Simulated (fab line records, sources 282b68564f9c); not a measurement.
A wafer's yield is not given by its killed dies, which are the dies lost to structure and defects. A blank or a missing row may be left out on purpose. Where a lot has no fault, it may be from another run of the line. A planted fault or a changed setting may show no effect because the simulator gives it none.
fab line records | flow ritCmos
record: lots: 6 | wafers: 18 | lastDay: 7
route steps=202 shown GATE@79 FOX2@80 M1@202
lots untouched by any fault: they come from a run of this same line in which no faults occurred
startH: hours from the record's opening day to when the first of the lot's shown wafers began | waitH: hours since the lot's step before | " same as the row above | L1.1+2: a single row standing in for several wafers | - either no value or no given start | * or withheld: withheld | < > ~ a bound
route shown NAME@n: a module of which the file shows steps, and the number in the route of the first | usual: the fault-free wafers' mean and standard deviation | same: alike in all rows | chamber/n: place in a boat | sites: each site's reading | _std_site: the values' standard deviation | _edge_site: mean of outer sites minus mean of inner sites | radiusMm: how far each site lies from the wafer's centre | mask NAME#n: copy n | behind: the last tool/chamber to shape the wafer | hold: cause of the lot's hold/its duration in hours/its outcome | device: names the non-switching transistor (n, p or np) | end of line: the tests these same wafers got at the end of their route | a step given without rows: its recipe and nothing more | killed: the dies lost at the first sort to structure and to defects; this is not the yield of the wafer | map: a wafer's dies, x killed, . not, _ none there
set.NAME: the setting as run; set.NAME@STEP: as run at that earlier step | model.NAME: the simulator's own value behind a step, which no gauge read
lots at selected steps of the route; one table per step, one row per wafer
== steps ==
step: RIT_GATE_CLEAN_04
recipe: chemistry: dHF | dilution: 50:1 | timeS: 60 | dry: n2Spin
step: RIT_FOX2_THK_MEAS_91
recipe: reads: SiO2_of_FOX2_OXIDATION_00
usual: FIELD_OXIDE_LEFT_2_THK: 255/8.2
lot.wafer | tool         | chamber | startH | waitH | FIELD_OXIDE_LEFT_2_THK[nm]
L513.3    | filmMetro-04 | -       | 61.94  | 0.0   | 244
L513.4    | "            | -       | "      | "     | 246
L513.6    | "            | -       | "      | "     | 247
L514.3    | filmMetro-04 | -       | 66.26  | 0.0   | 253
L514.4    | "            | -       | "      | "     | 247
L514.5    | "            | -       | "      | "     | 249
L522.1    | filmMetro-03 | -       | 104.45 | 0.0   | 248
L522.2    | "            | -       | "      | "     | 247
L522.4    | "            | -       | "      | "     | 242
L523.2    | filmMetro-04 | -       | 108.27 | 0.0   | 263
L523.3    | "            | -       | "      | "     | 263
L523.4    | "            | -       | "      | "     | 261
L527.2    | filmMetro-01 | -       | 129.10 | 0.0   | 273
L527.3    | "            | -       | "      | "     | 275
L527.5    | "            | -       | "      | "     | 273
L528.2    | filmMetro-01 | -       | 134.59 | 0.0   | 245
L528.3    | "            | -       | "      | "     | 246
L528.4    | "            | -       | "      | "     | 252
step: RIT_GATE_OXIDATION_05
recipe: tempC: 894.8 | ambient: O2 | targetThkA: 30 | oxTimeS: 270
step: RIT_GATE_ANNEAL_06
recipe: tempC: 900 | timeS: 600 | ambient: N2O
step: RIT_GATE_THK_MEAS_07
recipe: reads: SiO2_of_GATE_OXIDATION_05
usual: GATE_OXIDE_THK: 2.83/0.064
lot.wafer | tool         | chamber | startH | waitH | GATE_OXIDE_THK[nm]
L513.3    | filmMetro-03 | -       | 66.38  | 0.0   | 2.86
L513.4    | "            | -       | "      | "     | 2.85
L513.6    | "            | -       | "      | "     | 2.81
L514.3    | filmMetro-01 | -       | 68.07  | 0.0   | 2.89
L514.4    | "            | -       | "      | "     | 2.87
L514.5    | "            | -       | "      | "     | 2.87
L522.1    | filmMetro-03 | -       | 105.83 | 0.0   | 2.87
L522.2    | "            | -       | "      | "     | 2.83
L522.4    | "            | -       | "      | "     | 2.93
L523.2    | filmMetro-04 | -       | 109.70 | 0.0   | 2.80
L523.3    | "            | -       | "      | "     | 2.87
L523.4    | "            | -       | "      | "     | 2.89
L527.2    | filmMetro-01 | -       | 133.90 | 0.0   | 2.78
L527.3    | "            | -       | "      | "     | 2.78
L527.5    | "            | -       | "      | "     | 2.80
L528.2    | filmMetro-04 | -       | 137.40 | 0.0   | 2.75
L528.3    | "            | -       | "      | "     | 2.81
L528.4    | "            | -       | "      | "     | 2.84
step: RIT_GATE_CVD_08
recipe: material: poly-Si | targetThkNm: 250 | tempC: 610 | precursor: SiH4 | timeS: 2220 | pressureMtorr: 300 | sih4FlowSccm: 100
step: RIT_GATE_THK_MEAS_09
recipe: reads: poly-Si_of_GATE_CVD_08
usual: GATE_POLY_THK: 248.6/2.4
lot.wafer | tool         | chamber | startH | waitH | GATE_POLY_THK[nm]
L513.3    | filmMetro-04 | -       | 68.06  | 0.0   | 248.6
L513.4    | "            | -       | "      | "     | 247.7
L513.6    | "            | -       | "      | "     | 247.9
L514.3    | filmMetro-03 | -       | 69.74  | 0.0   | 245.2
L514.4    | "            | -       | "      | "     | 247.5
L514.5    | "            | -       | "      | "     | 243.3
L522.1    | filmMetro-03 | -       | 108.32 | 0.0   | 253.4
L522.2    | "            | -       | "      | "     | 253.4
L522.4    | "            | -       | "      | "     | 253.4
L523.2    | filmMetro-04 | -       | 111.38 | 0.0   | 249.7
L523.3    | "            | -       | "      | "     | 250.5
L523.4    | "            | -       | "      | "     | 248.8
L527.2    | filmMetro-03 | -       | 135.58 | 0.0   | 247.9
L527.3    | "            | -       | "      | "     | 247.3
L527.5    | "            | -       | "      | "     | 248.0
L528.2    | filmMetro-03 | -       | 139.98 | 0.0   | 247.5
L528.3    | "            | -       | "      | "     | 249.2
L528.4    | "            | -       | "      | "     | 249.3
step: RIT_GATE_HMDS_10
recipe: primeTimeS: 60 | primeTempC: 140
step: RIT_GATE_COAT_11
recipe: resist: NOVOLAK | spinRpm: 4250 | resistThkNm: 850
step: RIT_GATE_SOFTBAKE_12
recipe: resist: NOVOLAK | tempC: 90 | timeS: 60
step: RIT_GATE_EXPOSE_13
recipe: maskId: M6 | na: 0.6 | sourceShape: conventional | sigmaOuter: 0.6 | targetCdNm: 150 | doseMj: 380
step: RIT_GATE_PEB_14
recipe: resist: NOVOLAK | tempC: withheld | timeS: withheld
step: RIT_GATE_DEVELOP_15
recipe: resist: NOVOLAK | developTimeS: 50 | devTempC: 23
lot.wafer  | tool          | chamber | startH | waitH
L513.3+4+6 | lithoTrack-04 | 0       | 68     | -
L514.3+4+5 | lithoTrack-03 | 0       | 70     | -
L522.1+2+4 | lithoTrack-04 | 0       | 109    | -
L523.2+3+4 | lithoTrack-04 | 0       | 112    | -
L527.2+3+5 | lithoTrack-03 | 0       | 136    | -
L528.2+3+4 | lithoTrack-02 | 0       | 140    | -
step: RIT_GATE_OVL_MEAS_17
usual: GATE_OVL: 0.4/1.3
lot.wafer | tool       | chamber | startH | waitH | hold                    | GATE_OVL[nm]
L513.3    | overlay-01 | -       | 69.08  | 0.1   | -                       | 0.5
L513.4    | "          | -       | "      | "     | -                       | -0.2
L513.6    | "          | -       | "      | "     | -                       | -0.2
L514.3    | overlay-02 | -       | 70.89  | 0.1   | -                       | 1.5
L514.4    | "          | -       | "      | "     | -                       | -0.9
L514.5    | "          | -       | "      | "     | -                       | 0.7
L522.1    | overlay-02 | -       | 111.34 | 1.6   | awaitDispo/1.5h/release | 0.6
L522.2    | "          | -       | "      | "     | awaitDispo/1.5h/release | 3.0
L522.4    | "          | -       | "      | "     | awaitDispo/1.5h/release | 0.4
L523.2    | overlay-02 | -       | 116.31 | 3.7   | awaitDispo/3.6h/release | -0.4
L523.3    | "          | -       | "      | "     | awaitDispo/3.6h/release | 2.5
L523.4    | "          | -       | "      | "     | awaitDispo/3.6h/release | -0.9
L527.2    | overlay-02 | -       | 136.73 | 0.1   | -                       | 1.8
L527.3    | "          | -       | "      | "     | -                       | 0.6
L527.5    | "          | -       | "      | "     | -                       | 1.2
L528.2    | overlay-02 | -       | 141.21 | 0.1   | -                       | 1.7
L528.3    | "          | -       | "      | "     | -                       | 1.8
L528.4    | "          | -       | "      | "     | -                       | 1.6
step: RIT_M1_PROBE_99
usual: killedAtContacts: 0.0/0.2 | killedAtFrontEnd: 6.6/2.9 | killedDies: 6.6/3 | killedOnRim: 1.7/1.4 | killedOpen: 3.4/2 | killedShort: 3.2/2
same: grossDies: 264 | killed_at_M0_to_M3: 0 | killed_at_M4_up: 0 | killedAtBackSide: 0 | killedAtOther: 0
lot.wafer | tool      | chamber | startH | waitH | hold                  | killedAtContacts | killedAtFrontEnd | killedDies | killedOnRim | killedOpen | killedShort
L513.3    | prober-01 | -       | 89.39  | 0.2   | -                     | 0                | 7                | 7          | 5           | 4          | 3
L513.4    | prober-01 | -       | 89.44  | 0.2   | -                     | 0                | 5                | 5          | 0           | 5          | 0
L513.6    | prober-01 | -       | 89.54  | 0.2   | -                     | 1                | 14               | 15         | 4           | 10         | 5
L514.3    | prober-02 | -       | 91.16  | 0.2   | -                     | 0                | 4                | 4          | 1           | 1          | 3
L514.4    | prober-02 | -       | 91.21  | 0.2   | -                     | 0                | 3                | 3          | 2           | 1          | 2
L514.5    | prober-02 | -       | 91.26  | 0.2   | -                     | 0                | 8                | 8          | 2           | 3          | 5
L522.1    | prober-02 | -       | 140.13 | 0.1   | awaitDispo/3.8h/scrap | 0                | 264              | 264        | 70          | 3          | 2
L522.2    | prober-02 | -       | 140.18 | 0.1   | awaitDispo/3.8h/scrap | 0                | 264              | 264        | 70          | 4          | 6
L522.4    | prober-02 | -       | 140.28 | 0.2   | awaitDispo/3.8h/scrap | 0                | 264              | 264        | 70          | 1          | 2
L523.2    | prober-01 | -       | 140.69 | 0.1   | awaitDispo/4.3h/scrap | 0                | 264              | 264        | 70          | 3          | 5
L523.3    | prober-01 | -       | 140.74 | 0.2   | awaitDispo/4.3h/scrap | 0                | 264              | 264        | 70          | 4          | 1
L523.4    | prober-01 | -       | 140.79 | 0.2   | awaitDispo/4.3h/scrap | 0                | 264              | 264        | 70          | 1          | 3
L527.2    | prober-01 | -       | 157.51 | 0.1   | -                     | 0                | 8                | 8          | 2           | 5          | 3
L527.3    | prober-01 | -       | 157.56 | 0.2   | -                     | 0                | 5                | 5          | 3           | 2          | 3
L527.5    | prober-01 | -       | 157.66 | 0.2   | -                     | 0                | 5                | 5          | 3           | 2          | 3
L528.2    | prober-02 | -       | 163.04 | 0.1   | -                     | 0                | 6                | 6          | 0           | 4          | 2
L528.3    | prober-02 | -       | 163.09 | 0.2   | -                     | 0                | 8                | 8          | 3           | 5          | 3
L528.4    | prober-02 | -       | 163.14 | 0.2   | -                     | 0                | 4                | 4          | 1           | 1          | 3
killed by level:class
L513.3 FOX1:geometricParticle:open=1 FOX2:geometricParticle:short=1 GATE:geometricParticle:short=1 GATE:geometricParticle:open=1 REOX:geometricParticle:open=1 SPACER:geometricParticle:open=1 SILICIDE:geometricParticle:short=1
L513.4 GATE:geometricParticle:open=3 FOX1:geometricParticle:open=1 SPACER:geometricParticle:open=1
L513.6 GATE:geometricParticle:open=4 FOX1:geometricParticle:short=2 REOX:geometricParticle:open=2 SPACER:geometricParticle:open=2 SPACER:geometricParticle:short=2 FOX1:geometricParticle:open=1 REOX:geometricParticle:short=1 CONTACT:geometricParticle:open=1
L514.3 GATE:geometricParticle:short=3 GATE:geometricParticle:open=1
L514.4 GATE:geometricParticle:short=1 GATE:geometricParticle:open=1 SILICIDE:geometricParticle:short=1
L514.5 FOX1:geometricParticle:short=2 GATE:geometricParticle:open=2 SPACER:geometricParticle:short=2 FOX2:geometricParticle:open=1 GATE:geometricParticle:short=1
L522.1 GATE:areaDevelop=259 REOX:geometricParticle:open=2 FOX1:geometricParticle:short=1 GATE:geometricParticle:open=1 REOX:geometricParticle:short=1
L522.2 GATE:areaDevelop=254 GATE:geometricParticle:short=2 GATE:geometricParticle:open=2 SILICIDE:geometricParticle:short=2 FOX1:geometricParticle:open=1 REOX:geometricParticle:short=1 SPACER:geometricParticle:short=1 SPACER:geometricParticle:open=1
L522.4 GATE:areaDevelop=261 REOX:geometricParticle:short=2 REOX:geometricParticle:open=1
L523.2 GATE:areaDevelop=256 GATE:geometricParticle:open=3 GATE:geometricParticle:short=3 REOX:geometricParticle:short=1 SPACER:geometricParticle:short=1
L523.3 GATE:areaDevelop=259 GATE:geometricParticle:open=2 FOX1:geometricParticle:open=1 GATE:geometricParticle:short=1 REOX:geometricParticle:open=1
L523.4 GATE:areaDevelop=260 SILICIDE:geometricParticle:short=2 SPACER:geometricParticle:short=1 SILICIDE:geometricParticle:open=1
L527.2 GATE:geometricParticle:short=3 SPACER:geometricParticle:open=2 FOX2:geometricParticle:open=1 GATE:geometricParticle:open=1 REOX:geometricParticle:open=1
L527.3 FOX2:geometricParticle:short=1 GATE:geometricParticle:short=1 GATE:geometricParticle:open=1 SILICIDE:geometricParticle:short=1 SILICIDE:geometricParticle:open=1
L527.5 GATE:geometricParticle:short=2 FOX2:geometricParticle:open=1 GATE:geometricParticle:open=1 SPACER:geometricParticle:short=1
L528.2 GATE:geometricParticle:short=2 GATE:geometricParticle:open=1 REOX:geometricParticle:open=1 SPACER:geometricParticle:open=1 SILICIDE:geometricParticle:open=1
L528.3 GATE:geometricParticle:open=3 REOX:geometricParticle:open=2 FOX1:geometricParticle:short=1 GATE:geometricParticle:short=1 REOX:geometricParticle:short=1
L528.4 GATE:geometricParticle:short=1 REOX:geometricParticle:short=1 SPACER:geometricParticle:open=1 SPACER:geometricParticle:short=1
map L522.1 (x killed, . not)
________xxxxxxx_______
_____xxxxxxxxxxxxx____
____xxxxxxxxxxxxxxx___
___xxxxxxxxxxxxxxxxx__
__xxxxxxxxxxxxxxxxxxx_
__xxxxxxxxxxxxxxxxxxx_
_xxxxxxxxxxxxxxxxxxxxx
_xxxxxxxxxxxxxxxxxxxxx
_xxxxxxxxxxxxxxxxxxxxx
_xxxxxxxxxxxxxxxxxxxxx
__xxxxxxxxxxxxxxxxxxx_
__xxxxxxxxxxxxxxxxxxx_
___xxxxxxxxxxxxxxxxx__
____xxxxxxxxxxxxxxx___
_____xxxxxxxxxxxxx____
________xxxxxxx_______
map L523.2 (x killed, . not)
________xxxxxxx_______
_____xxxxxxxxxxxxx____
____xxxxxxxxxxxxxxx___
___xxxxxxxxxxxxxxxxx__
__xxxxxxxxxxxxxxxxxxx_
__xxxxxxxxxxxxxxxxxxx_
_xxxxxxxxxxxxxxxxxxxxx
_xxxxxxxxxxxxxxxxxxxxx
_xxxxxxxxxxxxxxxxxxxxx
_xxxxxxxxxxxxxxxxxxxxx
__xxxxxxxxxxxxxxxxxxx_
__xxxxxxxxxxxxxxxxxxx_
___xxxxxxxxxxxxxxxxx__
____xxxxxxxxxxxxxxx___
_____xxxxxxxxxxxxx____
________xxxxxxx_______
== key ==
firstSign: step: RIT_M1_PROBE_99 | reading: killedAtFrontEnd | direction: up | sigmas: 88 | usual: 6.6 | struck: 264
effect: step: RIT_M1_PROBE_99 | reading: killedDies | direction: up | sigmas: 86 | usual: 6.6 | struck: 264
moreKillsBornAt: RIT_GATE_DEVELOP_15@lithoTrack-04: 1551
metAt RIT_GATE_DEVELOP_15
struckWafers L522.1,L522.2,L522.4,L523.2,L523.3,L523.4
laterRowsLeftOut L522.1,L522.2,L522.4,L523.2,L523.3,L523.4
testerLeftOut L522,L523
loopTrim: step: RIT_GATE_EXPOSE_13 | setting: dose | lots: L523
onsetBetween 68 109
fault: kind: processParameterDrift | tool: lithoTrack-04 | chamber: - | onsetH: 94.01 | steps: RIT_GATE_DEVELOP_15 | channel: developTimeS | offset: * | shape: step | endH: 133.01 | actsIn: * | stated: *
testerLeftOut: of these lots the tester's yield and bins aren't shown, on N5 and GAA mostly nor the transistor test; their killed dies are dies lost to structure and defects alone, not to doping, threshold or leakage, so they don't give the yield
laterRowsLeftOut: the simulator's readings of these wafers behind a module that went badly wrong aren't trusted and aren't shown, but for the sort
loopTrim: a control loop set the setting to another value than it would have without faults
